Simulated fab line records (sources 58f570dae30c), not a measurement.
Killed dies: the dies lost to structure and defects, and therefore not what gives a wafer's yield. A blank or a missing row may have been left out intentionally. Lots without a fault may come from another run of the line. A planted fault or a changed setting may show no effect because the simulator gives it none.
The tool behind it: which one? | flow berkeley cmos170 | 14 lots, 42 wafers sampled, at 5 steps of a route of 331

== WHAT THE GAUGES SHOWED, per wafer ==
UCB170_NWELL_THK_MEAS_02. Usual: NWELL_OXIDE_THK 26.2 nm, standard deviation 0.44.
lot  | measured    | on            | NWELL_OXIDE_THK (nm) | flag
L103 | day 2 06:07 | film metro-04 | 26.5 26.6 27.0       |
L105 | day 2 14:37 | film metro-04 | 25.7 25.8 26.1       |
L106 | day 3 06:11 | film metro-04 | 26.6 26.1 26.4       |
L107 | day 3 06:12 | film metro-01 | 25.6 25.9 25.7       |
L108 | day 3 13:23 | film metro-03 | 26.6 26.7 27.2       |
L110 | day 3 22:30 | film metro-04 | 18.5 18.4 18.6       | OFF
L111 | day 3 22:31 | film metro-03 | 18.5 18.4 18.6       | OFF
L119 | day 5 18:40 | film metro-01 | 26.9 26.7 27.1       |
L120 | day 5 18:41 | film metro-04 | 26.1 25.7 26.2       |
L121 | day 5 18:41 | film metro-03 | 26.2 25.8 25.8       |
L122 | day 5 22:40 | film metro-04 | 26.5 26.8 27.0       |
L124 | day 6 13:26 | film metro-04 | 25.7 25.8 25.9       |
L125 | day 6 13:26 | film metro-01 | 25.7 25.2 25.4       |
L126 | day 6 21:38 | film metro-01 | 25.9 26.1 26.5       |

UCB170_PWELL_THK_MEAS_03. Usual: PWELL_OXIDE_THK 26.3 nm, standard deviation 0.47.
lot  | measured    | on            | PWELL_OXIDE_THK (nm) | flag
L103 | day 3 03:53 | film metro-02 | 26.2 25.8 26.1       |
L105 | day 3 20:44 | film metro-04 | 27.1 26.3 26.3       |
L106 | day 4 04:38 | film metro-04 | 26.6 26.5 26.1       |
L107 | day 4 04:36 | film metro-02 | 25.9 26.0 26.0       |
L108 | day 4 21:12 | film metro-04 | 26.6 26.6 26.7       |
L110 | day 4 21:17 | film metro-04 | 26.2 26.2 26.2       |
L111 | day 4 21:14 | film metro-02 | 25.6 26.3 26.8       |
L119 | day 6 13:42 | film metro-02 | 26.6 26.4 26.7       |
L120 | day 6 13:43 | film metro-04 | 25.9 26.3 26.5       |
L121 | day 6 13:43 | film metro-01 | 25.9 26.3 25.9       |
L122 | day 6 19:13 | film metro-01 | 26.6 26.6 26.7       |
L124 | day 7 12:46 | film metro-02 | 25.4 26.0 25.3       |
L125 | day 7 12:46 | film metro-01 | 26.5 25.9 26.5       |
L126 | day 7 17:37 | film metro-04 | 26.3 26.7 26.1       |

UCB170_GATE_THK_MEAS_02. Usual: GATE_OXIDE_THK 6.53 nm, standard deviation 0.11.
lot  | measured     | on            | GATE_OXIDE_THK (nm) | flag
L103 | day 7 11:26  | film metro-04 | 6.56 6.57 6.59      |
L105 | day 7 19:50  | film metro-04 | 6.57 6.68 6.49      |
L106 | day 8 05:39  | film metro-04 | 6.57 6.67 6.46      |
L107 | day 8 05:40  | film metro-02 | 6.73 6.67 6.59      |
L108 | day 8 19:55  | film metro-03 | 6.68 6.53 6.53      |
L110 | day 8 19:59  | film metro-03 | 6.57 6.46 6.66      |
L111 | day 8 19:55  | film metro-04 | 6.43 6.42 6.38      |
L119 | day 10 09:17 | film metro-02 | 6.54 6.47 6.55      |
L120 | day 10 09:14 | film metro-02 | 6.62 6.56 6.55      |
L121 | day 10 09:15 | film metro-04 | 6.44 6.37 6.44      |
L122 | day 10 09:17 | film metro-03 | 6.54 6.53 6.56      |
L124 | day 11 07:26 | film metro-04 | 6.64 6.73 6.58      |
L125 | day 11 07:27 | film metro-02 | 6.59 6.50 6.51      |
L126 | day 11 07:27 | film metro-03 | 6.37 6.44 6.31      |

UCB170_GATE_OVL_MEAS_13. Usual: GATE_OVL -4 nm, standard deviation 5.9.
lot  | measured     | on         | GATE_OVL (nm) | flag
L103 | day 7 20:46  | overlay-02 | 2 -1 0        |
L105 | day 8 07:00  | overlay-01 | 0 -5 -7       |
L106 | day 8 14:53  | overlay-01 | 8 4 -3        |
L107 | day 8 14:44  | overlay-02 | -3 1 -6       |
L108 | day 9 05:12  | overlay-01 | 2 -1 -3       |
L110 | day 9 05:20  | overlay-02 | 5 3 3         |
L111 | day 9 05:27  | overlay-01 | 3 2 1         |
L119 | day 10 16:40 | overlay-02 | -1 -8 1       |
L120 | day 10 16:37 | overlay-01 | -6 -3 -5      |
L121 | day 10 17:37 | overlay-02 | -4 -1 -5      |
L122 | day 10 17:35 | overlay-01 | -4 -6 1       |
L124 | day 11 20:10 | overlay-01 | -10 3 -6      |
L125 | day 11 20:02 | overlay-01 | -5 -1 -8      |
L126 | day 11 19:56 | overlay-02 | -3 -5 1       |

== EACH LOT AND THE TOOL THAT RAN IT (in order: tool; ch and the chambers of the sampled wafers; start) ==
lot  | UCB170_NWELL_OXIDATION_01
L103 | furnace-02 ch 0, day 2 04:44
L105 | furnace-02 ch 0, day 2 13:10
L106 | furnace-04 ch 0, day 3 04:50
L107 | furnace-04 ch 0, day 3 04:50
L108 | furnace-04 ch 0, day 3 12:02
L110 | furnace-04 ch 0, day 3 21:08
L111 | furnace-04 ch 0, day 3 21:08
L119 | furnace-02 ch 0, day 5 17:19
L120 | furnace-02 ch 0, day 5 17:19
L121 | furnace-02 ch 0, day 5 17:19
L122 | furnace-01 ch 0, day 5 21:19
L124 | furnace-01 ch 0, day 6 12:05
L125 | furnace-01 ch 0, day 6 12:05
L126 | furnace-02 ch 0, day 6 20:17
- UCB170_NWELL_OXIDATION_01: target thk 26.4 nm, ox time 1260 s.

== WHAT THE TOOLS THEMSELVES READ (means of the sampled wafers that have a number; where no wafer has one, the mark that the record gives instead) ==
The record holds no such reading with a usual standard deviation.

== THE ANSWER, worked out from the rows above alone ==
Rule: a lot counts as off when the mean over its wafers that have a number is more than 3 standard deviations away from the usual mean. A lot without any number at a reading at which 4 lots or more have one is off too. All remaining lots with rows at the step are treated as sound. Order of review: gauges by route order, followed by the tools' own readings, for which a lot's mean as printed above is used. At the first step where some lot is off, the reading lying furthest off is the one used; lots without a number count as furthest.
Off: L110, L111, seen at UCB170_NWELL_THK_MEAS_02 (NWELL_OXIDE_THK).
If a tool, at a process step before that reading, ran all the lots that are off and no sound lot after the first of them, it fits. Gauges at UCB170_NWELL_THK_MEAS_02: tried the same way as those tools. One candidate fits, namely furnace-04 at UCB170_NWELL_OXIDATION_01. Its last sound lot is L108 (day 3 12:02), its first lot that is off L110 (day 3 21:08): a fault that began between those two fits.

== WHAT THE SIMULATOR PUT IN ==
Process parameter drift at UCB170_NWELL_OXIDATION_01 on furnace-04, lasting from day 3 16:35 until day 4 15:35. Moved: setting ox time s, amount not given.
Shown lots that were struck: L110, L111. Same finding as the rule above.
